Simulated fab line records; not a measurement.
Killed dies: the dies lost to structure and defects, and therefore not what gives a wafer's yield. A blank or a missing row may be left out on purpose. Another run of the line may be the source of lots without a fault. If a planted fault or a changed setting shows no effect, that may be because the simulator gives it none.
Split-lot study -- flow berkeleyCmos170 -- on a route of 331 steps: 5 lots, 23 wafers read

## THE SPLIT
At UCB170_M1_METAL_ETCH_12 (etches Al in Cl2/BCl3, stops on PSG, target depth 780 nm, time 130 s), the setting timeS was moved away from the recipe's 130 s on 9 of the 23 wafers read, by -10.2% to +8.9%. The other wafers ran this setting at the recipe's value.

Reading taken at the split's own step.

## THE READING
oesProductAu, in a.u., at UCB170_M1_METAL_ETCH_12 (etches Al in Cl2/BCl3, stops on PSG, target depth 780 nm, time 130 s). A value of 0.858 a.u. with a standard deviation of 0.01 a.u. is what fault-free wafers of this fab line usually give.

wafer,"tool, chamber at the split","timeS as run, s",against the recipe,"oesProductAu, a.u.",against lot-mates on the recipe
L077.1,"rieMetal-02, 1",130,recipe,0.879,-
L077.4,"rieMetal-02, 0",130,recipe,0.868,-
L077.5,"rieMetal-02, 0",130,recipe,0.867,-
L078.2,"rieMetal-03, 1",130,recipe,0.866,-
L078.3,"rieMetal-03, 1",139.8,+7.5%,0.858,-0.001
L078.4,"rieMetal-03, 0",130,recipe,0.849,-
L078.5,"rieMetal-03, 0",130,recipe,0.863,-
L078.6,"rieMetal-03, 1",139.8,+7.5%,0.850,-0.009
L085.1,"rieMetal-04, 0",141.6,+8.9%,0.848,-0.021
L085.3,"rieMetal-04, 1",130,recipe,0.877,-
L085.4,"rieMetal-04, 0",130,recipe,0.858,-
L085.5,"rieMetal-04, 0",141.6,+8.9%,0.844,-0.025
L085.6,"rieMetal-04, 1",130,recipe,0.871,-
L084.1,"rieMetal-03, 1",130,recipe,0.857,-
L084.2,"rieMetal-03, 0",130,recipe,0.849,-
L084.3,"rieMetal-03, 1",117.3,-9.8%,0.917,+0.064
L084.5,"rieMetal-03, 0",130,recipe,0.852,-
L084.6,"rieMetal-03, 1",117.3,-9.8%,0.905,+0.052
L080.1,"rieMetal-02, 1",116.7,-10.2%,0.917,+0.048
L080.2,"rieMetal-02, 0",116.7,-10.2%,0.917,+0.048
L080.3,"rieMetal-02, 1",130,recipe,0.875,-
L080.5,"rieMetal-02, 1",130,recipe,0.862,-
L080.6,"rieMetal-02, 0",116.7,-10.2%,0.905,+0.036

FIT RESULTS
A straight line over all 23 wafers: oesProductAu changes by -0.00361 a.u. for each +1% of timeS; r = -0.89; the points scatter about the line by 0.011 a.u.
The same after taking each lot's own level away (the mean of its wafers on the recipe; 23 wafers): -0.00372 a.u. for each +1%; r = -0.90; scatter 0.011 a.u.
Per that fit: largest timeS move, reading shift of 0.038 a.u.
The lots' own levels span 0.8527 to 0.8713 a.u., that is 1.9 times the standard deviation above.
Consequently the slope shifts little with the lot-to-lot level, the two slopes agreeing.
Check: +0.0428 a.u. against its lot-mates is what the line predicts for one of the wafers moved furthest among these (-10.2%) when that wafer is left out of the fit. It came out at +0.0485 a.u. against them.
Tool readings at the split's step, against how far the setting was moved: oesProductAu r = -0.89.

## OTHER SPLITS ON THESE WAFERS
These wafers also went through other splits before the reading. Each is held against what the fit with the lots' levels taken away leaves over:
other split on the same wafers,wafers away from the commonest value,r with oesProductAu (lot level and that fit taken away)
UCB170_START_OXIDATION_02 tempC,18,+0.04
UCB170_PWELL_DEVELOP_12 developTimeS,11,-0.28
UCB170_PWELL_IMPLANT_15 doseCm2,8,+0.07
UCB170_PFIELD_IMPLANT_07 doseCm2,5,+0.02
UCB170_SCREENOX_OXIDATION_01 tempC,15,-0.10
UCB170_NVT_IMPLANT_07 energyKev,11,-0.36
UCB170_PVT_IMPLANT_07 energyKev,8,-0.07
UCB170_PLDD_PEB_04 pebTempC,8,-0.13

## THE FILE'S OWN FIT
oesProductAu changes by -0.00375 a.u. for each +1% of timeS, r = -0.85.
